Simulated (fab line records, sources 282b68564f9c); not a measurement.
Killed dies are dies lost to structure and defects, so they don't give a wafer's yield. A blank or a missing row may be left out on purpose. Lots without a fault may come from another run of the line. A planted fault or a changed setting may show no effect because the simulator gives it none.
fab line records | flow rit_cmos
record lots=6 wafers=18 last_day=7
route steps=202 shown GATE@89 REOX@98 NLDD@103 PLDD@114 SPACER@125 SDANNEAL@155 M1@202
lots that met no fault: from a run of the same line without faults
start_h: hours from the record's first day to the start of the lot's first wafer shown | wait_h: hours since the lot's step before | " the same as in the row above | L1.1+2: a row that stands for several wafers | - no value, or no start given | * or withheld: withheld | < > ~ a bound
route shown NAME@n: a module of which the file shows steps, and the number in the route of the first | usual: mean/standard deviation of fault-free wafers | same: alike in all rows | chamber/n: place in a boat | sites: the reading at each site | _std_site: their standard deviation | _edge_site: outer sites' mean less inner sites' | radius_mm: how far each site lies from the wafer's centre | mask NAME#n: copy n | behind: the tool/chamber that last shaped the wafer | hold: why the lot was held/for how many hours/how that ended | device: the transistor (n, p or np) that didn't switch | end of line: the same wafers' tests at the end of the route | a step without rows: its recipe alone | killed: dies lost to structure and defects at the first sort, not the wafer's yield | map: a wafer's dies, x killed, . not, _ none there
set.NAME: the setting as run; set.NAME@STEP: as run at that earlier step | model.NAME: the simulator's own value behind a step, which no gauge read
lots at some steps of the route; a table a step, a row a wafer
services: from which hour (start_h, from the record's first day; less than 0 if before it) a tool's chamber was out of use, for how many hours, and why
## steps
# step RIT_GATE_EXPOSE_13
# recipe mask_id=M6 na=0.6 source_shape=conventional sigma_outer=0.6 target_cd_nm=150 dose_mj=380
# step RIT_GATE_PEB_14
# recipe resist=NOVOLAK temp_c=withheld time_s=withheld
# step RIT_GATE_DEVELOP_15
# recipe resist=NOVOLAK develop_time_s=50 dev_temp_c=23
# step RIT_GATE_CD_MEAS_16
# recipe target_cd_nm=150
# usual cd_nm=150.3/2.2
# columns lot.wafer tool chamber start_h wait_h cd_nm
L610.1 cd_sem-01 - 36.38 - 150.6
L610.4 " - " " 152.0
L610.6 " - " " 151.8
L618.1 cd_sem-01 - 76.55 - 150.3
L618.2 " - " " 150.4
L618.3 " - " " 152.2
L623.1 cd_sem-01 - 102.17 - 152.2
L623.2 " - " " 152.9
L623.4 " - " " 150.2
L626.1 cd_sem-02 - 117.68 - 150.4
L626.3 " - " " 149.0
L626.4 " - " " 150.7
L631.1 cd_sem-01 - 141.52 - 150.5
L631.2 " - " " 151.3
L631.6 " - " " 149.5
L632.1 cd_sem-01 - 146.97 - 149.7
L632.2 " - " " 148.6
L632.5 " - " " 149.9
# step RIT_GATE_OVL_MEAS_17
# usual GATE_OVL=-0.7/1.4
# columns lot.wafer tool chamber start_h wait_h GATE_OVL[nm]
L610.1 overlay-02 - 36.50 0.1 -1.3
L610.4 " - " " -1.2
L610.6 " - " " 0.5
L618.1 overlay-01 - 76.67 0.1 0.4
L618.2 " - " " 1.2
L618.3 " - " " -0.8
L623.1 overlay-01 - 102.29 0.1 -1.0
L623.2 " - " " -0.1
L623.4 " - " " -1.3
L626.1 overlay-02 - 117.80 0.1 -0.8
L626.3 " - " " -0.5
L626.4 " - " " -0.7
L631.1 overlay-02 - 141.64 0.1 -1.2
L631.2 " - " " -1.0
L631.6 " - " " -0.9
L632.1 overlay-01 - 147.09 0.1 -2.2
L632.2 " - " " -3.0
L632.5 " - " " -1.4
# step RIT_GATE_HARDBAKE_18
# recipe resist=NOVOLAK temp_c=140 time_s=60
# step RIT_GATE_ETCH_19
# recipe chemistry=SF6/CHF3/O2 time_s=165 SF6_flow_sccm=30 CHF3_flow_sccm=30 O2_flow_sccm=5 target=poly-Si pressure_mtorr=40 rf_w=160 target_depth_a=3125 over_etch_frac=0.25 stop_on=SiO2
# usual drypump_motor_current_A=5.6/0.38 oes_product_au=0.851/0.016 throttle_valve_pct=10.13/0.12
# same over_etch_frac=0.25 time_s=165
# columns lot.wafer tool chamber start_h wait_h drypump_motor_current_A oes_product_au rf_hours_counter_h throttle_valve_pct
L610.1 rie_si-01 0 36.68 0.1 5.4 0.851 131 10.12
L610.4 " 3 " " 5.7 0.848 1 10.32
L610.6 " 0 " " 5.4 0.860 - 10.11
L618.1 rie_si-01 3 76.94 0.1 5.7 0.847 2 10.32
L618.2 " 0 " " 5.4 0.859 131 10.12
L618.3 " 1 " " 5.3 0.864 116 10.27
L623.1 rie_si-02 2 102.48 0.1 5.3 0.849 141 9.94
L623.2 " 0 " " 6.5 0.843 106 10.06
L623.4 " 3 " " 5.5 0.849 69 10.24
L626.1 rie_si-01 3 117.99 0.1 5.7 0.847 2 10.33
L626.3 " 2 " " 5.8 0.827 7 9.99
L626.4 " 0 " " 5.4 0.858 - 10.13
L631.1 rie_si-02 2 141.82 0.1 5.3 0.842 142 9.97
L631.2 " 3 " " 5.5 0.844 69 10.26
L631.6 " 2 " " 5.3 0.846 - 9.96
L632.1 rie_si-01 0 147.28 0.1 5.4 0.861 132 10.12
L632.2 " 2 " " 5.8 0.819 7 10.01
L632.5 " 1 " " 5.3 0.867 - 10.28
# step RIT_GATE_STRIP_20
# recipe chemistry=O2 time_s=180 resist=NOVOLAK platen_temp_c=withheld power_w=500 pressure_mtorr=4000 o2_flow_sccm=4000
# usual drypump_motor_current_A=5.9/0.56
# same time_s=180
# columns lot.wafer tool chamber start_h wait_h drypump_motor_current_A rf_hours_counter_h
L610.1 plasma_asher-03 0 36.79 0.1 4.9 23
L610.4 " 0 " " 4.9 -
L610.6 " 0 " " 4.9 -
L618.1 plasma_asher-03 1 77.05 0.1 6.1 27
L618.2 " 0 " " 4.9 27
L618.3 " 0 " " 4.9 -
L623.1 plasma_asher-04 0 102.59 0.1 5.8 48
L623.2 " 1 " " 6.4 48
L623.4 " 0 " " 5.8 -
L626.1 plasma_asher-03 1 118.10 0.1 6.0 32
L626.3 " 0 " " 4.9 -
L626.4 " 1 " " 6.1 -
L631.1 plasma_asher-04 1 141.93 0.1 6.5 53
L631.2 " 0 " " 5.8 53
L631.6 " 0 " " 5.8 -
L632.1 plasma_asher-04 0 147.38 0.1 5.8 54
L632.2 " 1 " " 6.5 54
L632.5 " 1 " " 6.5 -
# step RIT_GATE_CD_MEAS_90
# recipe target_cd_nm=150
# usual cd_nm=150.2/2.2
# columns lot.wafer tool chamber start_h wait_h cd_nm
L610.1 cd_sem-02 - 36.97 0.1 151.0
L610.4 " - " " 152.1
L610.6 " - " " 151.5
L618.1 cd_sem-02 - 77.22 0.1 150.5
L618.2 " - " " 151.0
L618.3 " - " " 151.9
L623.1 cd_sem-01 - 102.76 0.1 152.1
L623.2 " - " " 152.7
L623.4 " - " " 150.0
L626.1 cd_sem-01 - 118.27 0.1 150.2
L626.3 " - " " 149.1
L626.4 " - " " 150.3
L631.1 cd_sem-02 - 142.11 0.1 150.6
L631.2 " - " " 151.2
L631.6 " - " " 149.8
L632.1 cd_sem-02 - 147.56 0.1 150.1
L632.2 " - " " 148.4
L632.5 " - " " 150.0
# step RIT_REOX_CLEAN_00
# recipe chemistry=SC1 mix=3:3:50 time_s=600 temp_c=75
# step RIT_REOX_CLEAN_01
# recipe chemistry=dHF dilution=50:1 time_s=30
# step RIT_REOX_CLEAN_02
# recipe chemistry=SC2 mix=3:3:50 time_s=600 temp_c=75 dry=n2_spin
# step RIT_REOX_OXIDATION_03
# recipe temp_c=900 ambient=O2 target_thk_a=252 ox_time_s=5580
# usual spike_tc_centre_C=901.4/1.4 spike_tc_load_C=927/4.4 spike_tc_source_C=921.4/1.5 tube_center_temp_C=900.01/0.075 tube_center_temp_C_max=902.3/0.34 zone_power_load_pct=25.6/1.4
# columns lot.wafer tool chamber start_h wait_h spike_tc_centre_C spike_tc_load_C spike_tc_source_C tube_center_temp_C tube_center_temp_C_max zone_power_load_pct model.SiO2_of_REOX_OXIDATION_03.thk_nm model.poly-Si_of_GATE_CVD_08.thk_nm
L610.1 furnace-03 0 37.54 0.1 903.3 934 920.1 899.9 901.6 26.3 24.85 232
L610.4 " 0 " " 902.9 934 920.6 900.02 902.7 26.3 25.17 232.4
L610.6 " 0 " " 902.2 935 920.5 899.97 902.1 26.1 25 232.6
L618.1 furnace-01 0 78.35 0.6 901.4 926 922.8 900 902.2 24.1 25.42 232
L618.2 " 0 " " 900.3 926 923.0 900 902.5 24.3 25.49 233.3
L618.3 " 0 " " 901.3 927 923.8 900.14 902.7 24.2 25.28 233
L623.1 furnace-01 0 103.37 0.1 833.7 860 854.4 833.04 834.8 20.4 12.04 242.2
L623.2 " 0 " " 834.4 857 854.5 833.2 835.1 20.4 11.69 242.7
L623.4 " 0 " " 834.2 859 855.6 833.03 835.7 20.2 11.61 242.8
L626.1 furnace-01 0 118.79 0.0 834.6 857 854.9 833.11 835.3 20.2 11.36 238.5
L626.3 " 0 " " 831.3 858 853.2 833.05 834.8 20.4 11.18 240.6
L626.4 " 0 " " 834.5 857 857.2 832.97 834.9 20.4 11.79 240.2
L631.1 furnace-02 0 142.61 0.0 902.0 923 919.9 900.05 902.6 27.2 25.67 232.8
L631.2 " 0 " " 900.6 922 918.3 900.03 902.3 26.5 25.64 232.4
L631.6 " 0 " " 901.0 921 922.2 900.04 902.1 26.9 25.87 233.8
L632.1 furnace-03 0 148.32 0.3 904.0 934 920.8 900.06 902.3 26.0 24.4 233.7
L632.2 " 0 " " 903.0 934 921.2 899.94 901.7 26.6 24.38 232.8
L632.5 " 0 " " 902.9 933 921.5 899.97 902.3 26.3 24.84 233.6
# step RIT_REOX_THK_MEAS_04
# recipe reads=SiO2_of_REOX_OXIDATION_03
# usual REOX_OXIDE_THK=25.2/0.4
# columns lot.wafer tool chamber start_h wait_h REOX_OXIDE_THK[nm]
L610.1 film_metro-01 - 40.09 0.0 24.9
L610.4 " - " " 25.2
L610.6 " - " " 25.0
L618.1 film_metro-04 - 80.90 0.0 25.4
L618.2 " - " " 25.5
L618.3 " - " " 25.3
L623.1 film_metro-04 - 105.92 0.0 12.0
L623.2 " - " " 11.6
L623.4 " - " " 11.6
L626.1 film_metro-01 - 121.34 0.0 11.4
L626.3 " - " " 11.2
L626.4 " - " " 11.8
L631.1 film_metro-01 - 145.16 0.0 25.6
L631.2 " - " " 25.6
L631.6 " - " " 25.9
L632.1 film_metro-04 - 150.87 0.0 24.4
L632.2 " - " " 24.4
L632.5 " - " " 24.9
# step RIT_NLDD_HMDS_00
# recipe prime_time_s=60 prime_temp_c=140
# step RIT_NLDD_COAT_01
# recipe resist=NOVOLAK spin_rpm=3250 resist_thk_nm=1000
# step RIT_NLDD_SOFTBAKE_02
# recipe resist=NOVOLAK temp_c=90 time_s=60
# step RIT_NLDD_EXPOSE_03
# recipe mask_id=M7 na=0.57 target_cd_nm=40700 dose_mj=250
# step RIT_NLDD_PEB_04
# recipe resist=NOVOLAK temp_c=withheld time_s=withheld
# step RIT_NLDD_DEVELOP_05
# recipe resist=NOVOLAK develop_time_s=50 dev_temp_c=23
# step RIT_NLDD_OVL_MEAS_06
# usual NLDD_OVL=-0.9/1.4
# columns lot.wafer tool chamber start_h wait_h NLDD_OVL[nm]
L610.1 overlay-02 - 41.13 - -1.9
L610.4 " - " " -1.7
L610.6 " - " " 0.9
L618.1 overlay-02 - 82.00 - -2.2
L618.2 " - " " -1.5
L618.3 " - " " -1.9
L623.1 overlay-02 - 106.83 - -2.2
L623.2 " - " " -2.4
L623.4 " - " " -0.8
L626.1 overlay-01 - 122.25 - -2.0
L626.3 " - " " -2.3
L626.4 " - " " -0.9
L631.1 overlay-01 - 146.20 - -4.4
L631.2 " - " " -3.8
L631.6 " - " " -4.3
L632.1 overlay-01 - 151.91 - -2.2
L632.2 " - " " -0.6
L632.5 " - " " -1.1
# step RIT_NLDD_HARDBAKE_07
# recipe resist=NOVOLAK temp_c=140 time_s=60
# step RIT_NLDD_IMPLANT_08
# recipe species=P energy_kev=20 dose_cm2=5e+14 tilt_deg=7
# step RIT_NLDD_STRIP_09
# recipe chemistry=O2 time_s=180 resist=NOVOLAK platen_temp_c=withheld power_w=500 pressure_mtorr=4000 o2_flow_sccm=4000
# usual drypump_motor_current_A=5.5/0.48
# same time_s=180
# columns lot.wafer tool chamber start_h wait_h drypump_motor_current_A rf_hours_counter_h
L610.1 plasma_asher-01 0 41.46 0.1 5.2 39
L610.4 " 1 " " 6.0 -
L610.6 " 0 " " 5.2 -
L618.1 plasma_asher-03 0 82.34 0.1 4.9 28
L618.2 " 1 " " 6.0 28
L618.3 " 0 " " 4.9 -
L623.1 plasma_asher-02 0 107.28 0.1 6.1 43
L623.2 " 1 " " 4.8 43
L623.4 " 0 " " 6.1 -
L626.1 plasma_asher-03 1 122.59 0.1 6.1 33
L626.3 " 1 " " 6.1 -
L626.4 " 0 " " 4.9 -
L631.1 plasma_asher-03 1 146.53 0.1 6.1 35
L631.2 " 0 " " 4.9 35
L631.6 " 1 " " 6.1 -
L632.1 plasma_asher-03 0 152.25 0.1 4.9 36
L632.2 " 1 " " 6.1 36
L632.5 " 0 " " 4.9 -
# step RIT_NLDD_TW_MEAS_10
# usual NLDD_TW=2465/17
# columns lot.wafer tool chamber start_h wait_h NLDD_TW
L610.1 film_metro-02 - 41.64 0.1 2464
L610.4 " - " " 2455
L610.6 " - " " 2465
L618.1 film_metro-03 - 82.51 0.1 2477
L618.2 " - " " 2482
L618.3 " - " " 2478
L623.1 film_metro-04 - 107.45 0.1 2441
L623.2 " - " " 2462
L623.4 " - " " 2452
L626.1 film_metro-03 - 122.76 0.1 2482
L626.3 " - " " 2479
L626.4 " - " " 2482
L631.1 film_metro-04 - 146.71 0.1 2443
L631.2 " - " " 2439
L631.6 " - " " 2433
L632.1 film_metro-02 - 152.42 0.1 2446
L632.2 " - " " 2450
L632.5 " - " " 2446
# step RIT_PLDD_HMDS_00
# recipe prime_time_s=60 prime_temp_c=140
# step RIT_PLDD_COAT_01
# recipe resist=NOVOLAK spin_rpm=3250 resist_thk_nm=1000
# step RIT_PLDD_SOFTBAKE_02
# recipe resist=NOVOLAK temp_c=90 time_s=60
# step RIT_PLDD_EXPOSE_03
# recipe mask_id=M8 na=0.57 target_cd_nm=40900 dose_mj=250
# step RIT_PLDD_PEB_04
# recipe resist=NOVOLAK temp_c=withheld time_s=withheld
# step RIT_PLDD_DEVELOP_05
# recipe resist=NOVOLAK develop_time_s=50 dev_temp_c=23
# step RIT_PLDD_OVL_MEAS_06
# usual PLDD_OVL=0.0/1.5
# columns lot.wafer tool chamber start_h wait_h PLDD_OVL[nm]
L610.1 overlay-02 - 42.67 - -0.9
L610.4 " - " " 3.8
L610.6 " - " " 0.1
L618.1 overlay-01 - 83.55 - 0.4
L618.2 " - " " 0.4
L618.3 " - " " 1.6
L623.1 overlay-01 - 108.49 - 2.5
L623.2 " - " " 1.4
L623.4 " - " " 1.9
L626.1 overlay-01 - 123.67 - 1.1
L626.3 " - " " 0.4
L626.4 " - " " 1.1
L631.1 overlay-02 - 147.74 - 0.6
L631.2 " - " " -0.9
L631.6 " - " " 0.2
L632.1 overlay-01 - 153.46 - -0.9
L632.2 " - " " -0.5
L632.5 " - " " 0.3
# step RIT_PLDD_HARDBAKE_07
# recipe resist=NOVOLAK temp_c=140 time_s=60
# step RIT_PLDD_IMPLANT_08
# recipe species=BF2 energy_kev=20 dose_cm2=9e+14 tilt_deg=7
# step RIT_PLDD_STRIP_09
# recipe chemistry=O2 time_s=180 resist=NOVOLAK platen_temp_c=withheld power_w=500 pressure_mtorr=4000 o2_flow_sccm=4000
# usual drypump_motor_current_A=5.7/0.46
# same time_s=180
# columns lot.wafer tool chamber start_h wait_h drypump_motor_current_A rf_hours_counter_h
L610.1 plasma_asher-01 0 43.01 0.1 5.2 39
L610.4 " 1 " " 5.9 -
L610.6 " 1 " " 6.0 -
L618.1 plasma_asher-01 0 83.88 0.1 5.2 45
L618.2 " 1 " " 6.0 45
L618.3 " 1 " " 6.0 -
L623.1 plasma_asher-04 0 108.82 0.1 5.8 49
L623.2 " 1 " " 6.4 49
L623.4 " 1 " " 6.5 -
L626.1 plasma_asher-01 1 124.01 0.1 5.9 50
L626.3 " 1 " " 5.9 -
L626.4 " 0 " " 5.2 -
L631.1 plasma_asher-03 1 148.08 0.1 6.1 36
L631.2 " 0 " " 4.9 36
L631.6 " 0 " " 4.9 -
L632.1 plasma_asher-01 0 153.80 0.1 5.2 54
L632.2 " 1 " " 5.9 54
L632.5 " 1 " " 5.9 -
# step RIT_PLDD_TW_MEAS_10
# usual PLDD_TW=2329/13
# columns lot.wafer tool chamber start_h wait_h PLDD_TW
L610.1 film_metro-02 - 43.18 0.1 2309
L610.4 " - " " 2331
L610.6 " - " " 2323
L618.1 film_metro-04 - 84.06 0.1 2323
L618.2 " - " " 2313
L618.3 " - " " 2317
L623.1 film_metro-04 - 109.00 0.1 2329
L623.2 " - " " 2317
L623.4 " - " " 2323
L626.1 film_metro-02 - 124.18 0.1 2326
L626.3 " - " " 2340
L626.4 " - " " 2328
L631.1 film_metro-03 - 148.25 0.1 2343
L631.2 " - " " 2352
L631.6 " - " " 2342
L632.1 film_metro-04 - 153.97 0.1 2304
L632.2 " - " " 2316
L632.5 " - " " 2305
# step RIT_SPACER_CLEAN_00
# recipe chemistry=SC1 mix=3:3:50 time_s=600 temp_c=75
# usual bath_guard_temp_C=75.2/0.47
# same time_s=600
# columns lot.wafer tool chamber start_h wait_h bath_guard_temp_C model.SiO2_of_REOX_OXIDATION_03.thk_nm
L610.1 wet_bench-04 2 43.24 0.1 75.0 22.97
L610.4 " 2 " " 75.2 23.24
L610.6 " 2 " " 75.3 23.09
L618.1 wet_bench-01 3 84.12 0.1 75.2 23.46
L618.2 " 3 " " 75.6 23.52
L618.3 " 3 " " 74.9 23.31
L623.1 wet_bench-02 0 109.06 0.1 75.1 11.09
L623.2 " 0 " " 75.0 10.77
L623.4 " 0 " " 75.0 10.7
L626.1 wet_bench-01 3 124.24 0.1 75.4 10.48
L626.3 " 3 " " 75.1 10.32
L626.4 " 3 " " 75.3 10.88
L631.1 wet_bench-04 2 148.31 0.1 75.2 23.68
L631.2 " 2 " " 74.8 23.65
L631.6 " 2 " " 74.9 23.87
L632.1 wet_bench-01 1 154.03 0.1 74.5 22.49
L632.2 " 1 " " 75.0 22.49
L632.5 " 1 " " 74.9 22.9
# step RIT_SPACER_CLEAN_01
# recipe chemistry=dHF dilution=50:1 time_s=30
# step RIT_SPACER_CLEAN_02
# recipe chemistry=SC2 mix=3:3:50 time_s=600 temp_c=75 dry=n2_spin
# step RIT_SPACER_CVD_03
# recipe material=Si3N4 target_thk_nm=250 temp_c=810 precursor=SiH2Cl2/NH3 time_s=3300 pressure_mtorr=300 sih2cl2_flow_sccm=60 nh3_flow_sccm=150
# step RIT_SPACER_THK_MEAS_04
# recipe reads=Si3N4_of_SPACER_CVD_03
# usual SPACER_NITRIDE_THK=251.0/2.2
# columns lot.wafer tool chamber start_h wait_h SPACER_NITRIDE_THK[nm]
L610.1 film_metro-03 - 45.53 0.0 247.6
L610.4 " - " " 247.5
L610.6 " - " " 245.6
L618.1 film_metro-04 - 87.38 0.0 251.7
L618.2 " - " " 252.3
L618.3 " - " " 252.5
L623.1 film_metro-01 - 112.91 0.0 248.3
L623.2 " - " " 247.8
L623.4 " - " " 250.5
L626.1 film_metro-01 - 126.54 0.0 254.9
L626.3 " - " " 253.0
L626.4 " - " " 252.9
L631.1 film_metro-01 - 150.63 0.0 249.1
L631.2 " - " " 249.6
L631.6 " - " " 248.9
L632.1 film_metro-01 - 156.32 0.0 252.0
L632.2 " - " " 252.2
L632.5 " - " " 253.1
# step RIT_SPACER_ETCHBACK_05
# recipe target_depth_a=2500 SF6_flow_sccm=30 CHF3_flow_sccm=30 target=Si3N4 chemistry=SF6/CHF3 pressure_mtorr=40 rf_w=250 time_s=240 stop_on=SiO2
# usual drypump_motor_current_A=6.1/0.36 oes_product_au=0.848/0.013 throttle_valve_pct=10.30/0.15
# same time_s=240
# columns lot.wafer tool chamber start_h wait_h drypump_motor_current_A oes_product_au rf_hours_counter_h throttle_valve_pct
L610.1 rie_diel-04 2 45.59 0.1 6.2 0.846 159 10.21
L610.4 " 3 " " 6.0 0.838 3 10.26
L610.6 " 2 " " 6.2 0.851 - 10.20
L618.1 rie_diel-02 2 87.44 0.1 5.9 0.841 159 10.24
L618.2 " 1 " " 5.7 0.841 110 10.41
L618.3 " 3 " " 6.5 0.872 152 10.47
L623.1 rie_diel-03 1 112.97 0.1 6.0 0.846 14 10.22
L623.2 " 0 " " 5.9 0.826 21 10.44
L623.4 " 2 " " 6.0 0.844 8 10.43
L626.1 rie_diel-03 2 126.60 0.1 6.0 0.854 8 10.41
L626.3 " 3 " " 6.3 0.856 3 10.56
L626.4 " 0 " " 5.9 0.851 21 10.43
L631.1 rie_diel-02 1 150.69 0.1 5.7 0.842 111 10.41
L631.2 " 2 " " 5.9 0.822 0 10.27
L631.6 " 0 " " 6.7 0.837 - 10.05
L632.1 rie_diel-04 0 156.38 0.1 5.7 0.832 132 10.10
L632.2 " 3 " " 6.0 0.857 6 10.26
L632.5 " 3 " " 6.0 0.850 - 10.24
# step RIT_SDANNEAL_CLEAN_02
# recipe chemistry=SC2 mix=3:3:50 time_s=600 temp_c=75 dry=n2_spin
# usual bath_guard_temp_C=75.1/0.74
# same time_s=600
# columns lot.wafer tool chamber start_h wait_h bath_guard_temp_C model.poly-Si_of_GATE_CVD_08.thk_nm
L610.1 wet_bench-04 3 49.40 0.0 74.8 160.4
L610.4 " 3 " " 74.9 162
L610.6 " 3 " " 75.4 161.5
L618.1 wet_bench-02 1 90.82 0.0 75.3 163.5
L618.2 " 1 " " 74.9 163.4
L618.3 " 1 " " 74.8 165.1
L623.1 wet_bench-03 2 116.17 0.0 74.4 175.8
L623.2 " 2 " " 74.2 173.6
L623.4 " 2 " " 74.5 171.3
L626.1 wet_bench-03 3 129.80 0.0 74.9 165.9
L626.3 " 3 " " 75.0 171
L626.4 " 3 " " 74.9 170.4
L631.1 wet_bench-03 2 154.16 0.0 74.5 163.1
L631.2 " 2 " " 74.5 164.6
L631.6 " 2 " " 74.4 164.9
L632.1 wet_bench-03 1 159.68 0.0 75.5 165.2
L632.2 " 1 " " 75.7 161.6
L632.5 " 1 " " 75.3 161.8
# step RIT_M1_PROBE_99
# usual killed_at_contacts=0.1/0.3 killed_at_front_end=7.1/3 killed_dies=7.3/3 killed_open=3.6/2 killed_short=3.5/1.9
# same gross_dies=264 killed_at_M0_to_M3=0 killed_at_M4_up=0 killed_at_back_side=0 killed_at_other=0
# columns lot.wafer tool chamber start_h wait_h killed_at_contacts killed_at_front_end killed_dies killed_open killed_short model.etest.pmos_turned.r_on_ohm_um model.etest.pmos_0p3.r_on_ohm_um model.etest.pmos_0p15.r_on_ohm_um model.etest.pldd.rs_ohm_sq model.etest.nldd.rs_ohm_sq model.etest.nmos_0p15.r_on_ohm_um model.etest.nmos_0p3.r_on_ohm_um model.etest.nmos_turned.drive_ua_um
L610.1 prober-01 - 56.91 0.1 0 8 8 4 3 3484 6462 2863 484.4 369.6 1202 2228 329.4
L610.4 prober-01 - 57.06 0.2 0 17 17 8 8 3477 6293 2801 493.8 371.7 1168 2179 328.3
L610.6 prober-01 - 57.16 0.2 0 7 7 1 6 3514 6422 2866 485.8 368.6 1213 2227 325.9
L618.1 prober-01 - 99.26 0.1 0 6 6 3 3 3538 6403 2862 543.8 368.3 1119 2176 324.3
L618.2 prober-01 - 99.31 0.1 1 6 7 4 3 3642 6483 2912 543.9 368.9 1149 2216 318.2
L618.3 prober-01 - 99.36 0.2 0 0 0 0 0 3568 6402 2857 534.9 365.5 1105 2163 324.9
L623.1 prober-02 - 124.20 0.1 0 6 6 2 4 2448 5443 2064 225.7 230.4 970.3 2008 425.6
L623.2 prober-02 - 124.25 0.1 1 3 4 3 1 2497 5530 2145 222.9 227.9 1021 2073 422.2
L623.4 prober-02 - 124.35 0.2 0 6 6 2 4 2505 5546 2127 222.8 227 1047 2097 423.3
L626.1 prober-01 - 138.37 0.1 0 5 5 4 1 2572 5696 2203 225.9 223.9 1073 2129 425
L626.3 prober-01 - 138.47 0.2 0 6 6 5 1 2441 5511 2051 223.7 220.1 975.7 2044 446.8
L626.4 prober-01 - 138.52 0.2 0 4 4 1 3 2498 5540 2123 230.7 224.3 999.8 2047 433.7
L631.1 prober-02 - 161.63 0.1 0 8 8 5 3 3684 6671 2973 538.5 385.6 1186 2250 310.2
L631.2 prober-02 - 161.68 0.1 0 5 5 3 2 3607 6569 2913 534.4 383.6 1137 2200 312.4
L631.6 prober-02 - 161.88 0.2 1 13 14 8 6 3679 6647 2946 552 388 1164 2229 304.3
L632.1 prober-01 - 167.17 0.1 0 13 13 8 5 3331 6356 2723 472.7 363.4 1105 2143 336.4
L632.2 prober-01 - 167.22 0.1 0 3 3 1 2 3383 6365 2756 469.5 364.3 1156 2204 332
L632.5 prober-01 - 167.37 0.2 0 3 3 2 1 3480 6550 2845 484.3 374.5 1183 2221 320.9
# killed by level:class
L610.1 GATE:geometric_particle:short=2 GATE:geometric_particle:open=2 FOX2:geometric_particle:open=1 FOX2:geometric_particle:short=1 GATE:coat_microbubble_printed=1 REOX:geometric_particle:open=1
L610.4 REOX:geometric_particle:short=3 FOX2:geometric_particle:open=2 GATE:geometric_particle:short=2 SPACER:geometric_particle:short=2 REOX:geometric_particle:open=2 SPACER:geometric_particle:open=2 FOX1:geometric_particle:open=1 GATE:geometric_particle:open=1
L610.6 GATE:geometric_particle:short=3 SPACER:geometric_particle:short=2 FOX2:geometric_particle:open=1 REOX:geometric_particle:short=1
L618.1 GATE:geometric_particle:open=3 FOX1:geometric_particle:short=2 SPACER:geometric_particle:short=1
L618.2 FOX1:geometric_particle:short=1 FOX1:geometric_particle:open=1 GATE:geometric_particle:open=1 GATE:geometric_particle:short=1 SPACER:geometric_particle:short=1 SILICIDE:geometric_particle:open=1 CONTACT:geometric_particle:open=1
L618.3
L623.1 FOX2:geometric_particle:short=2 GATE:geometric_particle:open=2 FOX1:geometric_particle:short=1 REOX:geometric_particle:short=1
L623.2 GATE:geometric_particle:open=1 GATE:geometric_particle:short=1 SPACER:geometric_particle:open=1 CONTACT:geometric_particle:open=1
L623.4 GATE:geometric_particle:open=2 FOX1:geometric_particle:short=1 FOX2:geometric_particle:short=1 GATE:geometric_particle:short=1 REOX:geometric_particle:short=1
L626.1 GATE:geometric_particle:open=3 FOX1:geometric_particle:open=1 FOX1:geometric_particle:short=1
L626.3 GATE:geometric_particle:open=2 FOX2:geometric_particle:open=1 REOX:geometric_particle:open=1 SPACER:geometric_particle:short=1 SPACER:geometric_particle:open=1
L626.4 GATE:geometric_particle:short=2 GATE:geometric_particle:open=1 REOX:geometric_particle:short=1
L631.1 FOX1:geometric_particle:open=1 FOX1:geometric_particle:short=1 FOX2:geometric_particle:open=1 GATE:geometric_particle:short=1 REOX:geometric_particle:open=1 SPACER:geometric_particle:open=1 SILICIDE:geometric_particle:short=1 SILICIDE:geometric_particle:open=1
L631.2 FOX1:geometric_particle:open=1 GATE:geometric_particle:short=1 GATE:geometric_particle:open=1 SILICIDE:geometric_particle:short=1 SILICIDE:geometric_particle:open=1
L631.6 FOX1:geometric_particle:open=2 GATE:geometric_particle:open=2 GATE:geometric_particle:short=2 REOX:geometric_particle:short=2 SILICIDE:geometric_particle:open=2 ACTIVE:geometric_particle:short=1 FOX1:geometric_particle:short=1 REOX:geometric_particle:open=1
L632.1 SPACER:geometric_particle:open=4 SILICIDE:geometric_particle:open=3 SPACER:geometric_particle:short=2 FOX1:geometric_particle:short=1 GATE:geometric_particle:short=1 GATE:geometric_particle:open=1 REOX:geometric_particle:short=1
L632.2 SPACER:geometric_particle:short=2 SILICIDE:geometric_particle:open=1
L632.5 REOX:geometric_particle:short=1 REOX:geometric_particle:open=1 SPACER:geometric_particle:open=1
## services
# columns tool chamber start_h hours kind
rie_si-01 2 12.72 6.2 repair
rie_diel-02 1 21.44 2.9 repair
plasma_asher-03 - 44.61 4.5 repair
rie_diel-03 2 46.45 9.0 repair
rie_diel-04 - 48.42 15.2 repair
rie_diel-03 0 58.11 2.8 repair
rie_diel-03 1 72.59 11.7 repair
rie_diel-03 2 83.28 2.2 repair
rie_diel-04 0 83.70 4.1 repair
furnace-01 - 85.35 3.3 pm
rie_si-02 3 89.89 4.7 repair
rie_diel-02 2 95.63 - clean
rie_diel-02 2 95.63 36.7 scheduled_down
rie_diel-03 3 103.44 3.8 repair
furnace-02 - 104.22 4.5 pm
rie_si-01 1 107.84 37.5 repair
plasma_asher-02 - 108.75 9.0 pm
plasma_asher-03 - 110.13 0.6 repair
rie_diel-02 1 115.91 2.9 repair
plasma_asher-02 - 120.17 14.6 pm
furnace-03 - 124.37 3.1 pm
furnace-03 - 124.80 1.1 repair
rie_si-02 0 149.87 2.1 repair
furnace-01 - 156.49 3.3 pm
## key
first_sign step=RIT_REOX_OXIDATION_03 reading=tube_center_temp_C direction=down sigmas=99+ usual=* struck=*
effect step=RIT_REOX_OXIDATION_03 reading=tube_center_temp_C_max direction=down sigmas=99+ usual=* struck=*
effect step=RIT_REOX_THK_MEAS_04 reading=REOX_OXIDE_THK direction=down sigmas=34 usual=25.2 struck=11.6
model_effect step=RIT_REOX_OXIDATION_03 value=SiO2_of_REOX_OXIDATION_03.thk_nm without=24.79 struck=11.61
model_effect step=RIT_SPACER_CLEAN_00 value=SiO2_of_REOX_OXIDATION_03.thk_nm without=22.87 struck=10.71
model_effect step=RIT_SDANNEAL_CLEAN_02 value=poly-Si_of_GATE_CVD_08.thk_nm without=164.8 struck=171.3
model_effect step=RIT_M1_PROBE_99 value=etest.pmos_turned.r_on_ohm_um without=3392 struck=2493
met_at RIT_REOX_OXIDATION_03
struck_wafers L623.1,L623.2,L623.4,L626.1,L626.3,L626.4
tester_left_out L623,L626
onset_between 78.35 103.37
fault kind=process_parameter_drift tool=furnace-01 chamber=- onset_h=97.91 steps=RIT_REOX_OXIDATION_03 channel=temp_c offset=* shape=step end_h=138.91 acts_in=* stated=*
# tester_left_out: of these lots the tester's yield and bins aren't shown, on N5 and GAA mostly nor the transistor test; their killed dies are dies lost to structure and defects alone, not to doping, threshold or leakage, so they don't give the yield
